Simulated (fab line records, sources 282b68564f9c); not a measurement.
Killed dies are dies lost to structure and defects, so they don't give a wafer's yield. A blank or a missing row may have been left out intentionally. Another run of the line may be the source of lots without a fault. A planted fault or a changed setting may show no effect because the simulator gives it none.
Code-filled problem report in 8D (eight disciplines) form || flow rit-cmos || the parts of the form that need people (team, actions taken, sign-off) are left out

## 1. WHAT IS WRONG
run-length-s at RIT_GATE_ETCH_19 reads a mean of 208.9 s on 9 wafers of 3 lots; wafers without a fault read 193.4 s with a standard deviation of 0.49. That puts it +32 standard deviations away from the usual mean.
The step: etches poly-Si in SF6/CHF3/O2, stops on SiO2, time 165 s, target depth 312.5 nm.
First seen on wafer L527.1, day 3 21:56, on rie-si-01. The record has a number at this step for 21 wafers belonging to 7 lots. Rule for "out", or "out of limits": more than 4 standard deviations from the usual mean. The other wafers with a number count as sound.

## 2. WHAT IT IS, WHAT IT ISN'T
{"question": "which readings at this step", "is": "run-length-s", "is not": "CHF3_flow_sccm, drypump-motor-current-A, throttle-valve-pct"}
{"question": "which lots", "is": "L527, L530, L532", "is not": "L524, L526, L541, L545"}
{"question": "which wafers of those lots", "is": "all that have a number", "is not": "-"}
{"question": "read on which tools", "is": "rie-si-01", "is not": "rie-si-02"}
{"question": "when", "is": "from day 3 21:56", "is not": "up to then (6 sound wafers); but 6 sound wafers of L541, L545 came after"}

## 3. SUSPECTS, AND WHAT RULES EACH OUT
Counting: a tool at any process step up to the reading remains a suspect when it ran all the lots that are out and ran no sound lot after the first of those.
- rie-si-01 at RIT_GATE_ETCH_19 (etches poly-Si in SF6/CHF3/O2, stops on SiO2, time 165 s, target depth 312.5 nm): kept. It ran every lot that is out, first L527 (day 3 21:56), and no sound lot after that; its last sound lot up to then is L526 (day 3 13:43). On those wafers its own readings are out: run-length-s.
After counting, what remains is rie-si-01 at RIT_GATE_ETCH_19.

## 4. THE CAUSE (what the simulator had put in)
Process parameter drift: rie-si-01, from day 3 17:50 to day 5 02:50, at RIT_GATE_ETCH_19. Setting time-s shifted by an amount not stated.
Counting left only this tool.

## 5. SEQUENCE OF EFFECTS, ordered by route
Each row: a reading whose mean over the struck wafers that have a number lies more than 3 standard deviations from the usual. Only readings whose record carries a usual standard deviation are examined. hours: median over the lots of the time between each lot's start at the first step of this table that gives one and its start at this step. sigmas: the change, counted in usual standard deviations.
{"hours": 0, "step": "RIT_GATE_ETCH_19", "reading": "oes-product-au", "usual": "0.851 a.u.", "on struck wafers": 0.805, "change": -0.046, "sigmas": -3.5}
{"hours": 0, "step": "RIT_GATE_ETCH_19", "reading": "run-length-s", "usual": "193.4 s", "on struck wafers": 208.9, "change": "+15.5", "sigmas": "+32"}
Its process steps:
- RIT_GATE_ETCH_19: etches poly-Si in SF6/CHF3/O2, stops on SiO2, time 165 s, target depth 312.5 nm.

## 6. HOW IT WOULD HAVE BEEN CAUGHT EARLIER
First out-of-limits reading in this record: day 3 21:56, which is 4 hours after fault onset at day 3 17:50.
